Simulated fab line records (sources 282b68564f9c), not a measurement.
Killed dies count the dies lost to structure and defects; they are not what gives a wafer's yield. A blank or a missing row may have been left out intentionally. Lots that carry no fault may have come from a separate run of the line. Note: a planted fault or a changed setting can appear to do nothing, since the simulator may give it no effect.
fab line records | flow rit_cmos
[record] lots = 7 | wafers = 21 | last_day = 7
route steps=202 shown CONTACT@180 M1@184
lots that met no fault: from a run of the same line without faults
start_h: the number of hours between the record's first day and the start of the first shown wafer of the lot | wait_h: time in hours since the lot's previous step | " unchanged from the row above | L1.1+2: several wafers, shown together as one row | - either no value or no given start | * or withheld: withheld | < > ~ a bound
route shown NAME@n: names a module that has steps shown in the file, with the first one's number in the route | usual: the fault-free wafers' mean and standard deviation | same: alike in all rows | chamber/n: place in a boat | sites: the reading at each site | _std_site: standard deviation of those values | _edge_site: outer sites' mean less inner sites' | radius_mm: for every site, how far away it sits from the centre of the wafer | mask NAME#n: copy n | behind: the last tool/chamber to shape the wafer | hold: why the lot was held/for how many hours/how that ended | device: whichever transistor did not switch (one of n, p or np) | end of line: at the end of the route, the tests of the same wafers | a step given without rows: its recipe and nothing more | killed: count of dies lost to structure and defects at first sort (not the wafer's yield) | map: dies across one wafer; x = killed, . = not, _ = none there
set.NAME: the run value of the setting; set.NAME@STEP: its run value at that earlier step | model.NAME: the simulator's own value behind a step, which no gauge read
a table for each step, a row for each wafer; lots at some steps of the route
services: from which hour (start_h, from the record's first day; less than 0 if before it) a tool's chamber was out of use, for how many hours, and why
[[steps]]
[step RIT_CONTACT_STRIP_12]
[recipe] chemistry = O2 | time_s = 180 | resist = NOVOLAK | platen_temp_c = withheld | power_w = 500 | pressure_mtorr = 4000 | o2_flow_sccm = 4000
[usual] drypump_motor_current_A = 5.4/0.47
lot.wafer | tool            | chamber | start_h | wait_h | drypump_motor_current_A | rf_hours_counter_h
L603.1    | plasma_asher-01 | 0       | 79.12   | 0.1    | 5.4                     | 45
L603.3    | "               | 1       | "       | "      | 4.8                     | -
L603.6    | "               | 1       | "       | "      | 4.8                     | -
L605.2    | plasma_asher-03 | 1       | 88.06   | 0.1    | 5.0                     | 45
L605.4    | "               | 1       | "       | "      | 4.9                     | -
L605.6    | "               | 0       | "       | "      | 5.7                     | -
L610.1    | plasma_asher-03 | 0       | 114.80  | 0.1    | 5.7                     | 49
L610.5    | "               | 0       | "       | "      | 5.7                     | -
L610.6    | "               | 1       | "       | "      | 4.9                     | -
L611.2    | plasma_asher-04 | 0       | 118.75  | 0.1    | 6.2                     | 48
L611.3    | "               | 0       | "       | "      | 6.2                     | -
L611.4    | "               | 1       | "       | "      | 5.0                     | -
L612.1    | plasma_asher-04 | 1       | 124.08  | 0.1    | 5.0                     | 49
L612.4    | "               | 1       | "       | "      | 5.0                     | -
L612.6    | "               | 1       | "       | "      | 5.0                     | -
L615.3    | plasma_asher-01 | 0       | 140.16  | 0.2    | 5.4                     | -
L615.4    | "               | 1       | "       | "      | 4.8                     | -
L615.6    | "               | 0       | "       | "      | 5.4                     | -
L620.1    | plasma_asher-01 | 1       | 163.64  | 0.1    | 4.8                     | 3
L620.4    | "               | 0       | "       | "      | 5.3                     | -
L620.6    | "               | 0       | "       | "      | 5.4                     | -
[step RIT_CONTACT_CD_MEAS_90]
[recipe] target_cd_nm = 1000
[usual] cd_nm = 999.7/2
lot.wafer | tool      | chamber | start_h | wait_h | cd_nm
L603.1    | cd_sem-01 | -       | 79.29   | 0.1    | 997.6
L603.3    | "         | -       | "       | "      | 998.0
L603.6    | "         | -       | "       | "      | 998.8
L605.2    | cd_sem-02 | -       | 88.25   | 0.1    | 1001.0
L605.4    | "         | -       | "       | "      | 1000.7
L605.6    | "         | -       | "       | "      | 1002.3
L610.1    | cd_sem-02 | -       | 114.97  | 0.1    | 1001.2
L610.5    | "         | -       | "       | "      | 1002.0
L610.6    | "         | -       | "       | "      | 1004.5
L611.2    | cd_sem-01 | -       | 118.95  | 0.1    | 998.8
L611.3    | "         | -       | "       | "      | 1001.2
L611.4    | "         | -       | "       | "      | 999.6
L612.1    | cd_sem-02 | -       | 124.25  | 0.1    | 1001.1
L612.4    | "         | -       | "       | "      | 1000.5
L612.6    | "         | -       | "       | "      | 999.9
L615.3    | cd_sem-02 | -       | 140.32  | 0.1    | 1000.5
L615.4    | "         | -       | "       | "      | 1002.0
L615.6    | "         | -       | "       | "      | 1001.6
L620.1    | cd_sem-02 | -       | 163.82  | 0.1    | 994.8
L620.4    | "         | -       | "       | "      | 994.4
L620.6    | "         | -       | "       | "      | 995.2
[step RIT_CONTACT_CLEAN_13]
[recipe] chemistry = SC1 | mix = 3:3:50 | time_s = 600 | temp_c = 75
[step RIT_CONTACT_CLEAN_14]
[recipe] chemistry = SC2 | mix = 3:3:50 | time_s = 600 | temp_c = 75 | dry = n2_spin
[step RIT_M1_SPUTTER_00]
[recipe] material = Al | target_thk_nm = 400 | power_w = 2055 | chamber_pressure_pa = 0.4 | gas = Ar | time_s = 500 | substrate_temp_c = 25
[usual] throttle_valve_pct = 29.9/0.52
lot.wafer | tool           | chamber | start_h | wait_h | throttle_valve_pct
L603.1    | pvd_sputter-02 | -       | 79.78   | 0.0    | 30.1
L603.3    | "              | -       | "       | "      | 30.5
L603.6    | "              | -       | "       | "      | 30.5
L605.2    | pvd_sputter-02 | -       | 88.70   | 0.0    | 30.5
L605.4    | "              | -       | "       | "      | 30.1
L605.6    | "              | -       | "       | "      | 30.1
L610.1    | pvd_sputter-03 | -       | 115.46  | 0.0    | 29.9
L610.5    | "              | -       | "       | "      | 29.6
L610.6    | "              | -       | "       | "      | 30.5
L611.2    | pvd_sputter-04 | -       | 119.43  | 0.0    | 30.2
L611.3    | "              | -       | "       | "      | 29.7
L611.4    | "              | -       | "       | "      | 28.7
L612.1    | pvd_sputter-03 | -       | 124.72  | 0.0    | 30.1
L612.4    | "              | -       | "       | "      | 29.4
L612.6    | "              | -       | "       | "      | 30.4
L615.3    | pvd_sputter-04 | -       | 140.75  | 0.0    | 29.6
L615.4    | "              | -       | "       | "      | 28.6
L615.6    | "              | -       | "       | "      | 28.7
L620.1    | pvd_sputter-03 | -       | 164.29  | 0.0    | 30.1
L620.4    | "              | -       | "       | "      | 30.3
L620.6    | "              | -       | "       | "      | 29.6
[step RIT_M1_RS_MEAS_01]
[recipe] thk_meas_gauge = four-point-probe | reads = Al_of_M1_SPUTTER_00
[usual] M1_AL_RS = 0.0712/0.00075
lot.wafer | tool          | chamber | start_h | wait_h | M1_AL_RS[ohm/sq]
L603.1    | film_metro-02 | -       | 80.07   | 0.1    | 0.0703
L603.3    | "             | -       | "       | "      | 0.0705
L603.6    | "             | -       | "       | "      | 0.0711
L605.2    | film_metro-01 | -       | 89.02   | 0.2    | 0.0708
L605.4    | "             | -       | "       | "      | 0.0699
L605.6    | "             | -       | "       | "      | 0.0699
L610.1    | film_metro-04 | -       | 115.75  | 0.1    | 0.0722
L610.5    | "             | -       | "       | "      | 0.0715
L610.6    | "             | -       | "       | "      | 0.0724
L611.2    | film_metro-04 | -       | 119.74  | 0.2    | 0.0722
L611.3    | "             | -       | "       | "      | 0.0722
L611.4    | "             | -       | "       | "      | 0.0715
L612.1    | film_metro-04 | -       | 125.02  | 0.1    | 0.0725
L612.4    | "             | -       | "       | "      | 0.0718
L612.6    | "             | -       | "       | "      | 0.0714
L615.3    | film_metro-02 | -       | 141.09  | 0.2    | 0.0696
L615.4    | "             | -       | "       | "      | 0.0702
L615.6    | "             | -       | "       | "      | 0.0696
L620.1    | film_metro-02 | -       | 164.58  | 0.1    | 0.0712
L620.4    | "             | -       | "       | "      | 0.0717
L620.6    | "             | -       | "       | "      | 0.0707
[step RIT_M1_THK_MEAS_02]
[recipe] thk_meas_gauge = xrf | reads = Al_of_M1_SPUTTER_00
[usual] M1_AL_THK = 416/4.2
lot.wafer | tool          | chamber | start_h | wait_h | M1_AL_THK[nm]
L603.1    | film_metro-02 | -       | 80.19   | 0.1    | 420
L603.3    | "             | -       | "       | "      | 418
L603.6    | "             | -       | "       | "      | 413
L605.2    | film_metro-01 | -       | 89.13   | 0.1    | 416
L605.4    | "             | -       | "       | "      | 423
L605.6    | "             | -       | "       | "      | 425
L610.1    | film_metro-04 | -       | 115.87  | 0.1    | 412
L610.5    | "             | -       | "       | "      | 415
L610.6    | "             | -       | "       | "      | 412
L611.2    | film_metro-04 | -       | 119.85  | 0.1    | 410
L611.3    | "             | -       | "       | "      | 412
L611.4    | "             | -       | "       | "      | 416
L612.1    | film_metro-04 | -       | 125.14  | 0.1    | 406
L612.4    | "             | -       | "       | "      | 413
L612.6    | "             | -       | "       | "      | 413
L615.3    | film_metro-02 | -       | 141.19  | 0.1    | 424
L615.4    | "             | -       | "       | "      | 423
L615.6    | "             | -       | "       | "      | 423
L620.1    | film_metro-02 | -       | 164.70  | 0.1    | 415
L620.4    | "             | -       | "       | "      | 412
L620.6    | "             | -       | "       | "      | 418
[step RIT_M1_HMDS_03]
[recipe] prime_time_s = 60 | prime_temp_c = 140
[step RIT_M1_COAT_04]
[recipe] resist = NOVOLAK | spin_rpm = 2000 | resist_thk_nm = 1300
[step RIT_M1_SOFTBAKE_05]
[recipe] resist = NOVOLAK | temp_c = 90 | time_s = 60
[step RIT_M1_EXPOSE_06]
[recipe] mask_id = M12 | na = 0.6 | source_shape = conventional | sigma_outer = 0.5 | target_cd_nm = 2600 | dose_mj = 250
[step RIT_M1_PEB_07]
[recipe] resist = NOVOLAK | temp_c = withheld | time_s = withheld
[step RIT_M1_DEVELOP_08]
[recipe] resist = NOVOLAK | develop_time_s = 68 | dev_temp_c = 23.83
lot.wafer  | tool           | chamber | start_h | wait_h
L603.1+3+6 | litho_track-03 | 0       | 81      | -
L605.2+4+6 | litho_track-01 | 0       | 89      | -
L610.1+5+6 | litho_track-03 | 0       | 116     | -
L611.2+3+4 | litho_track-03 | 0       | 120     | -
L612.1+4+6 | litho_track-03 | 0       | 126     | -
L615.3+4+6 | litho_track-01 | 0       | 141     | -
L620.1+4+6 | litho_track-01 | 0       | 165     | -
[step RIT_M1_CD_MEAS_09]
[recipe] target_cd_nm = 2600
[usual] cd_nm = 2600.6/1.9
lot.wafer | tool      | chamber | start_h | wait_h | cd_nm
L603.1    | cd_sem-02 | -       | 81.27   | -      | 2598.5
L603.3    | "         | -       | "       | "      | 2599.5
L603.6    | "         | -       | "       | "      | 2600.1
L605.2    | cd_sem-01 | -       | 90.08   | -      | 2603.1
L605.4    | "         | -       | "       | "      | 2601.6
L605.6    | "         | -       | "       | "      | 2602.3
L610.1    | cd_sem-01 | -       | 116.94  | -      | -
L610.5    | "         | -       | "       | "      | -
L610.6    | "         | -       | "       | "      | -
L611.2    | cd_sem-02 | -       | 121.09  | -      | -
L611.3    | "         | -       | "       | "      | -
L611.4    | "         | -       | "       | "      | -
L612.1    | cd_sem-02 | -       | 126.20  | -      | -
L612.4    | "         | -       | "       | "      | -
L612.6    | "         | -       | "       | "      | -
L615.3    | cd_sem-02 | -       | 142.15  | -      | 2602.6
L615.4    | "         | -       | "       | "      | 2603.3
L615.6    | "         | -       | "       | "      | 2600.5
L620.1    | cd_sem-01 | -       | 165.77  | -      | 2602.5
L620.4    | "         | -       | "       | "      | 2599.1
L620.6    | "         | -       | "       | "      | 2600.0
[step RIT_M1_OVL_MEAS_10]
[usual] M1_OVL = -0.4/1.6
lot.wafer | tool       | chamber | start_h | wait_h | M1_OVL[nm]
L603.1    | overlay-02 | -       | 81.39   | 0.1    | 3.1
L603.3    | "          | -       | "       | "      | 2.3
L603.6    | "          | -       | "       | "      | 2.5
L605.2    | overlay-01 | -       | 90.18   | 0.1    | -0.8
L605.4    | "          | -       | "       | "      | -0.9
L605.6    | "          | -       | "       | "      | -0.5
L610.1    | overlay-01 | -       | 117.06  | 0.1    | -
L610.5    | "          | -       | "       | "      | -
L610.6    | "          | -       | "       | "      | -
L611.2    | overlay-01 | -       | 121.20  | 0.1    | -
L611.3    | "          | -       | "       | "      | -
L611.4    | "          | -       | "       | "      | -
L612.1    | overlay-01 | -       | 126.32  | 0.1    | -
L612.4    | "          | -       | "       | "      | -
L612.6    | "          | -       | "       | "      | -
L615.3    | overlay-01 | -       | 142.24  | 0.1    | -2.4
L615.4    | "          | -       | "       | "      | -2.6
L615.6    | "          | -       | "       | "      | -1.6
L620.1    | overlay-02 | -       | 165.89  | 0.1    | -1.2
L620.4    | "          | -       | "       | "      | 0.5
L620.6    | "          | -       | "       | "      | -1.4
[step RIT_M1_HARDBAKE_11]
[recipe] resist = NOVOLAK | temp_c = 140 | time_s = 120
[step RIT_M1_PROBE_99]
[usual] defect_limited_yield = 97.4/1.1 | killed_at_M0_to_M3 = 0/0 | killed_at_contacts = 0.1/0.27 | killed_at_front_end = 7/3 | killed_dies = 7.0/3 | killed_on_rim = 1.8/1.4 | killed_open = 3.5/2.1 | killed_short = 3.4/1.9 | sort_bin_3_pad_short = 0.1/0.19 | sort_bin_5_function = 1.4/0.77 | sort_bin_6_memory = 1.1/0.72 | sort_n_pass = 257.0/3 | sort_yield_pct = 97.4/1.1
[same] gross_dies = 264 | killed_at_M4_up = 0 | killed_at_back_side = 0 | killed_at_other = 0
lot.wafer | tool      | chamber | start_h | wait_h | defect_limited_yield[%] | killed_at_M0_to_M3 | killed_at_contacts | killed_at_front_end | killed_dies | killed_on_rim | killed_open | killed_short | sort_bin_3_pad_short[%] | sort_bin_5_function[%] | sort_bin_6_memory[%] | sort_n_pass | sort_yield_pct[%]
L603.1    | prober-02 | -       | 84.02   | 0.1    | 95.8                    | 0                  | 0                  | 11                  | 11          | 3             | 6           | 4            | 0                       | 2.7                    | 1.5                  | 253.0       | 95.8
L603.3    | prober-02 | -       | 84.12   | 0.2    | 96.6                    | 0                  | 0                  | 9                   | 9           | 0             | 7           | 2            | 0                       | 1.5                    | 1.9                  | 255.0       | 96.6
L603.6    | prober-02 | -       | 84.27   | 0.2    | 98.1                    | 0                  | 0                  | 5                   | 5           | 3             | 1           | 4            | 0                       | 1.5                    | 0.4                  | 259.0       | 98.1
L605.2    | prober-02 | -       | 95.34   | 0.1    | 94.7                    | 0                  | 0                  | 14                  | 14          | 2             | 5           | 9            | 0                       | 3.0                    | 2.3                  | 250.0       | 94.7
L605.4    | prober-02 | -       | 95.44   | 0.2    | 95.5                    | 0                  | 0                  | 12                  | 12          | 3             | 7           | 5            | 0                       | 3.0                    | 1.5                  | 252.0       | 95.5
L605.6    | prober-02 | -       | 95.54   | 0.2    | 96.6                    | 0                  | 0                  | 9                   | 9           | 5             | 4           | 5            | 0                       | 2.3                    | 1.1                  | 255.0       | 96.6
L610.1    | prober-01 | -       | 120.30  | 0.1    | 0                       | 259                | 0                  | 5                   | 264         | 70            | 3           | 2            | 0                       | 99.2                   | 0.8                  | 0           | 0
L610.5    | prober-01 | -       | 120.50  | 0.2    | 0                       | 258                | 0                  | 6                   | 264         | 70            | 5           | 1            | 0                       | 98.1                   | 1.9                  | 0           | 0
L610.6    | prober-01 | -       | 120.55  | 0.2    | 0                       | 257                | 0                  | 7                   | 264         | 70            | 2           | 5            | 0.4                     | 98.5                   | 1.1                  | 0           | 0
L611.2    | prober-02 | -       | 123.78  | 0.1    | 0                       | 256                | 0                  | 8                   | 264         | 70            | 6           | 2            | 0                       | 98.5                   | 1.5                  | 0           | 0
L611.3    | prober-02 | -       | 123.83  | 0.2    | 0                       | 257                | 0                  | 7                   | 264         | 70            | 3           | 4            | 0                       | 98.1                   | 1.9                  | 0           | 0
L611.4    | prober-02 | -       | 123.88  | 0.2    | 0                       | 257                | 0                  | 7                   | 264         | 70            | 6           | 1            | 0.4                     | 99.2                   | 0.4                  | 0           | 0
L612.1    | prober-01 | -       | 129.04  | 0.1    | 0                       | 257                | 0                  | 7                   | 264         | 70            | 4           | 3            | 0.4                     | 99.2                   | 0.4                  | 0           | 0
L612.4    | prober-01 | -       | 129.19  | 0.2    | 0                       | 256                | 0                  | 8                   | 264         | 70            | 6           | 2            | 0                       | 98.9                   | 1.1                  | 0           | 0
L612.6    | prober-01 | -       | 129.29  | 0.2    | 0                       | 257                | 1                  | 6                   | 264         | 70            | 3           | 4            | 0                       | 99.2                   | 0.8                  | 0           | 0
L615.3    | prober-02 | -       | 144.89  | 0.2    | 95.1                    | 0                  | 0                  | 13                  | 13          | 3             | 7           | 6            | 0.4                     | 2.3                    | 2.3                  | 251.0       | 95.1
L615.4    | prober-02 | -       | 144.94  | 0.2    | 98.1                    | 0                  | 0                  | 5                   | 5           | 1             | 2           | 3            | 0                       | 1.1                    | 0.8                  | 259.0       | 98.1
L615.6    | prober-02 | -       | 145.04  | 0.2    | 96.6                    | 0                  | 0                  | 9                   | 9           | 3             | 4           | 5            | 0.4                     | 1.5                    | 1.5                  | 255.0       | 96.6
L620.1    | prober-01 | -       | 168.42  | 0.1    | 97.7                    | 0                  | 0                  | 6                   | 6           | 2             | 1           | 5            | 0.4                     | 0.4                    | 1.5                  | 258.0       | 97.7
L620.4    | prober-01 | -       | 168.57  | 0.2    | 98.5                    | 0                  | 1                  | 3                   | 4           | 1             | 2           | 2            | 0                       | 0.8                    | 0.8                  | 260.0       | 98.5
L620.6    | prober-01 | -       | 168.67  | 0.2    | 98.1                    | 0                  | 0                  | 5                   | 5           | 0             | 1           | 4            | 0                       | 1.5                    | 0.4                  | 259.0       | 98.1
// killed by level:class
L603.1 GATE:geometric_particle:open=4 SPACER:geometric_particle:short=2 SILICIDE:geometric_particle:open=2 GATE:geometric_particle:short=1 REOX:geometric_particle:short=1 PRETRO:coat_microbubble_printed=1
L603.3 SPACER:geometric_particle:open=4 REOX:geometric_particle:open=2 FOX2:geometric_particle:short=1 SILICIDE:geometric_particle:short=1 SILICIDE:geometric_particle:open=1
L603.6 SPACER:geometric_particle:short=2 FOX2:geometric_particle:open=1 GATE:geometric_particle:short=1 REOX:geometric_particle:short=1
L605.2 GATE:geometric_particle:short=4 GATE:geometric_particle:open=3 SPACER:geometric_particle:short=3 FOX1:geometric_particle:short=2 FOX1:geometric_particle:open=1 REOX:geometric_particle:open=1
L605.4 SILICIDE:geometric_particle:short=3 GATE:geometric_particle:open=2 SILICIDE:geometric_particle:open=2 FOX2:geometric_particle:open=1 GATE:geometric_particle:short=1 REOX:geometric_particle:short=1 REOX:geometric_particle:open=1 SPACER:geometric_particle:open=1
L605.6 FOX1:geometric_particle:short=2 GATE:geometric_particle:short=2 GATE:geometric_particle:open=2 FOX2:geometric_particle:short=1 SPACER:geometric_particle:open=1 SILICIDE:geometric_particle:open=1
L610.1 M1:area_develop=259 SPACER:geometric_particle:short=2 SPACER:geometric_particle:open=2 REOX:geometric_particle:open=1
L610.5 M1:area_develop=258 SILICIDE:geometric_particle:open=2 SPACER:geometric_particle:open=2 REOX:geometric_particle:short=1 REOX:geometric_particle:open=1
L610.6 M1:area_develop=257 GATE:geometric_particle:short=3 FOX1:geometric_particle:short=1 REOX:geometric_particle:open=1 SPACER:geometric_particle:short=1 SILICIDE:geometric_particle:open=1
L611.2 M1:area_develop=256 GATE:geometric_particle:open=2 FOX1:geometric_particle:short=1 FOX2:geometric_particle:open=1 GATE:geometric_particle:short=1 REOX:geometric_particle:open=1 SPACER:geometric_particle:open=1 SILICIDE:geometric_particle:open=1
L611.3 M1:area_develop=257 SILICIDE:geometric_particle:short=2 FOX1:geometric_particle:short=1 REOX:geometric_particle:open=1 SPACER:geometric_particle:open=1 SPACER:geometric_particle:short=1 SILICIDE:geometric_particle:open=1
L611.4 M1:area_develop=257 SILICIDE:geometric_particle:open=2 FOX1:geometric_particle:open=1 FOX2:geometric_particle:open=1 GATE:geometric_particle:open=1 SPACER:geometric_particle:open=1 SPACER:geometric_particle:short=1
L612.1 M1:area_develop=257 FOX1:geometric_particle:short=2 FOX2:geometric_particle:open=2 FOX2:geometric_particle:short=1 GATE:geometric_particle:open=1 REOX:geometric_particle:open=1
L612.4 M1:area_develop=256 FOX2:geometric_particle:open=2 GATE:geometric_particle:open=2 REOX:geometric_particle:open=2 SPACER:geometric_particle:short=1 SILICIDE:geometric_particle:short=1
L612.6 M1:area_develop=257 FOX1:geometric_particle:short=1 GATE:geometric_particle:open=1 GATE:geometric_particle:short=1 SPACER:geometric_particle:short=1 SILICIDE:geometric_particle:open=1 SILICIDE:geometric_particle:short=1 CONTACT:geometric_particle:open=1
L615.3 GATE:geometric_particle:open=5 FOX1:geometric_particle:short=2 GATE:geometric_particle:short=2 FOX2:geometric_particle:short=1 REOX:geometric_particle:open=1 REOX:geometric_particle:short=1 SILICIDE:geometric_particle:open=1
L615.4 GATE:geometric_particle:short=2 FOX1:geometric_particle:open=1 FOX2:geometric_particle:short=1 FOX2:geometric_particle:open=1
L615.6 GATE:geometric_particle:open=3 FOX1:geometric_particle:short=2 GATE:geometric_particle:short=2 FOX1:geometric_particle:open=1 REOX:geometric_particle:short=1
L620.1 FOX1:geometric_particle:short=2 FOX2:geometric_particle:open=1 FOX2:geometric_particle:short=1 GATE:geometric_particle:short=1 SILICIDE:geometric_particle:short=1
L620.4 GATE:geometric_particle:short=1 SPACER:geometric_particle:open=1 SILICIDE:geometric_particle:open=1 CONTACT:geometric_particle:short=1
L620.6 SILICIDE:geometric_particle:short=3 GATE:geometric_particle:short=1 GATE:geometric_particle:open=1
// map L610.1 (x killed, . not)
________xxxxxxx_______
_____xxxxxxxxxxxxx____
____xxxxxxxxxxxxxxx___
___xxxxxxxxxxxxxxxxx__
__xxxxxxxxxxxxxxxxxxx_
__xxxxxxxxxxxxxxxxxxx_
_xxxxxxxxxxxxxxxxxxxxx
_xxxxxxxxxxxxxxxxxxxxx
_xxxxxxxxxxxxxxxxxxxxx
_xxxxxxxxxxxxxxxxxxxxx
__xxxxxxxxxxxxxxxxxxx_
__xxxxxxxxxxxxxxxxxxx_
___xxxxxxxxxxxxxxxxx__
____xxxxxxxxxxxxxxx___
_____xxxxxxxxxxxxx____
________xxxxxxx_______
// map L611.2 (x killed, . not)
________xxxxxxx_______
_____xxxxxxxxxxxxx____
____xxxxxxxxxxxxxxx___
___xxxxxxxxxxxxxxxxx__
__xxxxxxxxxxxxxxxxxxx_
__xxxxxxxxxxxxxxxxxxx_
_xxxxxxxxxxxxxxxxxxxxx
_xxxxxxxxxxxxxxxxxxxxx
_xxxxxxxxxxxxxxxxxxxxx
_xxxxxxxxxxxxxxxxxxxxx
__xxxxxxxxxxxxxxxxxxx_
__xxxxxxxxxxxxxxxxxxx_
___xxxxxxxxxxxxxxxxx__
____xxxxxxxxxxxxxxx___
_____xxxxxxxxxxxxx____
________xxxxxxx_______
[[services]]
tool            | chamber | start_h | hours | kind
plasma_asher-03 | -       | 63.43   | 0.4   | repair
plasma_asher-01 | -       | 108.87  | 9.0   | pm
plasma_asher-01 | 0       | 108.87  | 9.0   | vent_cycle
plasma_asher-01 | 1       | 108.87  | 9.0   | vent_cycle
pvd_sputter-04  | -       | 111.11  | 2.1   | repair
plasma_asher-01 | -       | 117.87  | 2.8   | pm
plasma_asher-01 | 0       | 117.87  | -     | clean
plasma_asher-01 | 1       | 117.87  | -     | clean
plasma_asher-01 | -       | 120.62  | 14.6  | pm
pvd_sputter-02  | -       | 143.79  | 8.6   | repair
pvd_sputter-02  | -       | 148.80  | 4.6   | repair
[[key]]
[first_sign] step = RIT_M1_CD_MEAS_09 | reading = cd_nm | direction = missing | through = control_loop
[effect] step = RIT_M1_OVL_MEAS_10 | reading = M1_OVL | direction = missing | through = control_loop
[effect] step = RIT_M1_PROBE_99 | reading = killed_at_M0_to_M3 | direction = up | sigmas = 99+ | usual = 0 | struck = 257.1 | through = control_loop
[more_kills_born_at] RIT_M1_DEVELOP_08@litho_track-03 = 2314
met_at RIT_M1_DEVELOP_08
struck_wafers L610.1,L610.5,L610.6,L611.2,L611.3,L611.4,L612.1,L612.4,L612.6
later_rows_left_out L610.1,L610.5,L610.6,L611.2,L611.3,L611.4,L612.1,L612.4,L612.6
[loop_trim] step = RIT_M1_EXPOSE_06 | setting = dose | lots = L612
[fault] kind = process_parameter_drift | tool = litho_track-03 | chamber = - | onset_h = 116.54 | steps = RIT_M1_DEVELOP_08 | channel = develop_time_s | offset = * | shape = step | end_h = 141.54 | acts_in = * | stated = *
// later_rows_left_out: the simulator's readings of these wafers behind a module that went badly wrong aren't trusted and aren't shown, but for the sort
// loop_trim: a control loop set the setting to another value than it would have without faults
